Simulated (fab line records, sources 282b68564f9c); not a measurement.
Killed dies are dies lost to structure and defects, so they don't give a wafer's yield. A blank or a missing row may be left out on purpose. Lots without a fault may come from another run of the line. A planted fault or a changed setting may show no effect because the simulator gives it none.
fab line records | flow rit_cmos
record lots=14 wafers=42 last_day=7
route steps=202 shown SPACER@130
lots that met no fault: from a run of the same line without faults
start_h: hours from the record's first day to the start of the lot's first wafer shown | wait_h: hours since the lot's step before | " the same as in the row above | L1.1+2: a row that stands for several wafers | - no value, or no start given | * or withheld: withheld | < > ~ a bound
route shown NAME@n: a module of which the file shows steps, and the number in the route of the first | usual: mean/standard deviation of fault-free wafers | same: alike in all rows | chamber/n: place in a boat | sites: the reading at each site | _std_site: their standard deviation | _edge_site: outer sites' mean less inner sites' | radius_mm: how far each site lies from the wafer's centre | mask NAME#n: copy n | behind: the tool/chamber that last shaped the wafer | hold: why the lot was held/for how many hours/how that ended | device: the transistor (n, p or np) that didn't switch | end of line: the same wafers' tests at the end of the route | a step without rows: its recipe alone | killed: dies lost to structure and defects at the first sort, not the wafer's yield | map: a wafer's dies, x killed, . not, _ none there
set.NAME: the setting as run; set.NAME@STEP: as run at that earlier step | model.NAME: the simulator's own value behind a step, which no gauge read
steps of the route over a sample of lots; a table a step, a row a wafer
services: from which hour (start_h, from the record's first day; less than 0 if before it) a tool's chamber was out of use, for how many hours, and why
## steps
# step RIT_SPACER_ETCHBACK_05
# recipe target_depth_a=2500 SF6_flow_sccm=30 CHF3_flow_sccm=30 target=Si3N4 chemistry=SF6/CHF3 pressure_mtorr=40 rf_w=250 time_s=240 stop_on=SiO2
# usual SF6_flow_sccm=29.99/0.082 drypump_motor_current_A=5.7/0.33 oes_product_au=0.842/0.018 run_length_s=268.2/0.44 throttle_valve_pct=10.29/0.13
# columns lot.wafer tool chamber start_h wait_h SF6_flow_sccm drypump_motor_current_A oes_product_au rf_hours_counter_h run_length_s throttle_valve_pct
L281.1 rie_diel-04 2 48.39 0.1 30.08 5.9 0.850 121 268.4 10.15
L281.3 " 3 " " 30.09 5.3 0.862 107 268.0 10.39
L281.4 " 1 " " 30.02 6.0 0.840 98 268.7 10.34
L282.1 rie_diel-04 1 52.69 0.1 30.10 6.0 0.845 98 268.3 10.33
L282.2 " 2 " " 30.06 5.9 0.849 121 268.5 10.14
L282.5 " 3 " " 29.85 5.3 0.870 - 268.0 10.42
L283.1 rie_diel-02 3 56.02 0.1 29.95 5.3 0.827 133 268.1 10.21
L283.3 " 1 " " 29.95 5.9 0.843 63 268.0 10.36
L283.5 " 1 " " 29.87 5.9 0.841 - 268.2 10.36
L284.1 rie_diel-03 0 60.97 0.1 30.00 5.9 0.872 151 268.6 10.32
L284.2 " 2 " " 29.97 6.1 0.827 71 267.9 10.43
L284.6 " 3 " " 29.95 5.6 0.839 - 267.7 10.25
L286.2 rie_diel-02 3 72.77 0.0 30.00 5.3 0.802 134 267.9 10.22
L286.3 " 1 " " 29.94 5.9 0.837 63 268.3 10.35
L286.6 " 2 " " 30.04 5.7 0.820 - 267.8 10.52
L287.1 rie_diel-02 3 75.92 0.1 30.02 5.3 0.817 134 267.8 10.22
L287.2 " 2 " " 30.08 5.7 0.829 83 267.8 10.51
L287.3 " 1 " " 29.91 5.9 0.836 63 268.0 10.35
L288.1 rie_diel-03 0 80.69 0.1 29.94 5.9 0.875 151 268.5 10.31
L288.3 " 3 " " 30.07 5.5 0.825 5 267.7 10.25
L288.5 " 2 " " 29.99 6.0 0.825 - 267.6 10.42
L290.2 rie_diel-04 2 91.63 0.0 30.04 5.9 0.840 122 268.6 10.16
L290.3 " 1 " " 29.97 6.0 0.826 99 268.0 10.33
L290.6 " 1 " " 29.95 6.0 0.835 - 268.8 10.32
L292.2 rie_diel-03 3 100.51 0.0 29.90 5.5 0.809 6 267.6 10.25
L292.3 " 2 " " 30.02 6.1 0.804 72 268.1 10.42
L292.5 " 3 " " 29.99 5.5 0.816 - 268.0 10.25
L296.1 rie_diel-02 0 121.91 0.1 30.03 5.6 1.006 84 171.7 10.10
L296.2 " 3 " " 29.97 5.3 0.969 135 172.1 10.28
L296.3 " 1 " " 30.01 5.9 0.982 64 172.1 10.38
L297.2 rie_diel-02 1 132.95 0.0 30.07 5.9 0.977 64 172.0 10.40
L297.3 " 3 " " 29.96 5.3 0.964 135 171.8 10.27
L297.5 " 3 " " 30.05 5.3 0.970 - 172.2 10.27
L299.1 rie_diel-04 0 141.36 0.1 30.08 6.3 0.857 20 269.1 10.15
L299.4 " 2 " " 29.90 5.9 0.840 123 268.3 10.14
L299.6 " 1 " " 29.99 6.0 0.832 - 268.3 10.33
L302.2 rie_diel-03 2 155.58 0.0 30.05 6.1 0.828 73 268.0 10.42
L302.4 " 0 " " 30.06 5.9 0.872 - 268.7 10.32
L302.5 " 1 " " 30.03 5.2 0.843 - 268.8 10.30
L303.3 rie_diel-04 1 157.77 0.0 29.94 6.1 0.832 101 268.4 10.32
L303.5 " 0 " " 29.96 6.2 0.862 - 268.7 10.16
L303.6 " 3 " " 30.16 5.3 0.873 - 268.7 10.40
## services
# columns tool chamber start_h hours kind
rie_diel-03 2 54.87 5.5 repair
rie_diel-04 - 62.88 2.8 pm
rie_diel-04 3 70.85 2.9 repair
rie_diel-02 3 78.01 6.5 repair
rie_diel-03 1 82.92 14.0 repair
rie_diel-03 3 119.29 17.7 repair
rie_diel-03 1 136.96 - clean
rie_diel-03 1 136.96 14.2 scheduled_down
rie_diel-03 1 136.96 14.2 vent_cycle
rie_diel-03 3 147.50 14.3 repair
rie_diel-04 2 156.44 4.2 repair
## key
first_sign step=RIT_SPACER_ETCHBACK_05 reading=run_length_s direction=down sigmas=99+ usual=* struck=*
effect step=RIT_SPACER_ETCHBACK_05 reading=oes_product_au direction=up sigmas=7.4 usual=0.842 struck=0.978
met_at RIT_SPACER_ETCHBACK_05
struck_lots L296,L297
later_rows_left_out L296.1,L296.2,L296.3,L297.2,L297.3,L297.5
sort_left_out L296.1,L296.2,L296.3,L297.2,L297.3,L297.5
tester_left_out L296,L297
onset_between 75.92 121.91
fault kind=process_parameter_drift tool=rie_diel-02 chamber=- onset_h=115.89 steps=RIT_SPACER_ETCHBACK_05 channel=time_s offset=* shape=step end_h=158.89 acts_in=* stated=*
# tester_left_out: of these lots the tester's yield and bins aren't shown, on N5 and GAA mostly nor the transistor test; their killed dies are dies lost to structure and defects alone, not to doping, threshold or leakage, so they don't give the yield
# sort_left_out: the simulated sort isn't trusted on such a fault, so these wafers' sort isn't shown, and their yield isn't known
# later_rows_left_out: the simulator's readings of these wafers behind a module that went badly wrong aren't trusted and aren't shown, but for the sort
